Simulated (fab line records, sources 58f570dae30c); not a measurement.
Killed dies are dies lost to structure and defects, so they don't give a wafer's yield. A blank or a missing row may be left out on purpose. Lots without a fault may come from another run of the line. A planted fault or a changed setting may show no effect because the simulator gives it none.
Which tool did it? | flow berkeley_cmos170 | 7 lots, 21 wafers sampled, at 4 steps of a route of 331

WHAT THE GAUGES READ, wafer by wafer
UCB170_V2_CD_MEAS_12: target cd 700 nm.
lot  | measured     | on        | cd_nm (nm)
L973 | day 8 21:58  | cd_sem-01 | 726.7 725.8 726.9
L976 | day 8 09:31  | cd_sem-02 | 698.6 701.4 699.0
L983 | day 9 16:10  | cd_sem-02 | 701.7 700.4 701.6
L986 | day 10 07:54 | cd_sem-02 | 702.2 701.5 704.1
L988 | day 10 16:00 | cd_sem-02 | 697.6 696.4 699.7
L992 | day 11 08:53 | cd_sem-02 | 698.4 699.1 698.0
L994 | day 11 16:22 | cd_sem-01 | 700.4 701.4 701.2

WHICH TOOL RAN EACH LOT (tool, then ch and the chambers of the sampled wafers, then the start)
lot  | UCB170_CONTACT_STRIP_19              | UCB170_V1_CVD_00               | UCB170_V2_SOFTBAKE_08
L973 | plasma_asher-03 ch 0,1, day 8 07:08  | pecvd-02 ch 0,1,2, day 8 14:20 | litho_track-02 ch 0, day 8 21:22
L976 | plasma_asher-04 ch 0,1, day 7 17:40  | pecvd-02 ch 0,2, day 8 01:19   | litho_track-03 ch 0, day 8 08:58
L983 | plasma_asher-04 ch 0,1, day 9 02:39  | pecvd-02 ch 0,1,2, day 9 08:23 | litho_track-03 ch 0, day 9 15:17
L986 | plasma_asher-03 ch 0,1, day 9 17:01  | pecvd-02 ch 0,1, day 9 23:59   | litho_track-03 ch 0, day 10 06:49
L988 | plasma_asher-01 ch 0,1, day 10 00:37 | pecvd-01 ch 1,2, day 10 07:59  | litho_track-03 ch 0, day 10 15:11
L992 | plasma_asher-04 ch 0,1, day 10 18:11 | pecvd-01 ch 0,2, day 11 01:33  | litho_track-03 ch 0, day 11 08:02
L994 | plasma_asher-01 ch 0, day 11 01:50   | pecvd-01 ch 1,2, day 11 07:55  | litho_track-04 ch 0, day 11 15:50
- UCB170_CONTACT_STRIP_19: strips in O2.
- UCB170_V1_CVD_00: deposits SiO2 from TEOS/O2, target thk 2000 nm, time 250 s.
- UCB170_V2_SOFTBAKE_08: time 60 s.

THE ANSWER, worked out from the rows above alone
Rule: what is usual is taken from the lots themselves. Put in order of their means at a reading, lots are off if they are a third of the lots or fewer, leave a main group of 4 or more, and stand apart from it by a gap of 3 or more times the standard deviation of the main group's means; of several such gaps the widest counts. A main group whose means are all the same, to the digits that the tables above print for the reading, isn't used. A lot without any number at a reading at which 4 lots or more have one is off too. The other lots that the step has rows for count as sound.
Off: L973, at UCB170_V2_CD_MEAS_12 (cd_nm). The main group: mean 700.1 nm, standard deviation 1.6.
A tool fits if, at a process step before that reading, it ran every lot that is off, and no sound lot after the first of them. The gauges at UCB170_V2_CD_MEAS_12 are tried like those tools. One fits: litho_track-02 at UCB170_V2_SOFTBAKE_08. It ran no sound lot before its first lot that is off in this sample, so the start can't be narrowed down.

WHAT THE SIMULATOR HAD PUT IN
Process parameter drift: litho_track-02, from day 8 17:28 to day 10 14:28, at UCB170_V2_SOFTBAKE_08. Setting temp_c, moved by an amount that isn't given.
Lots struck among those shown: L973. The rule above found the same.
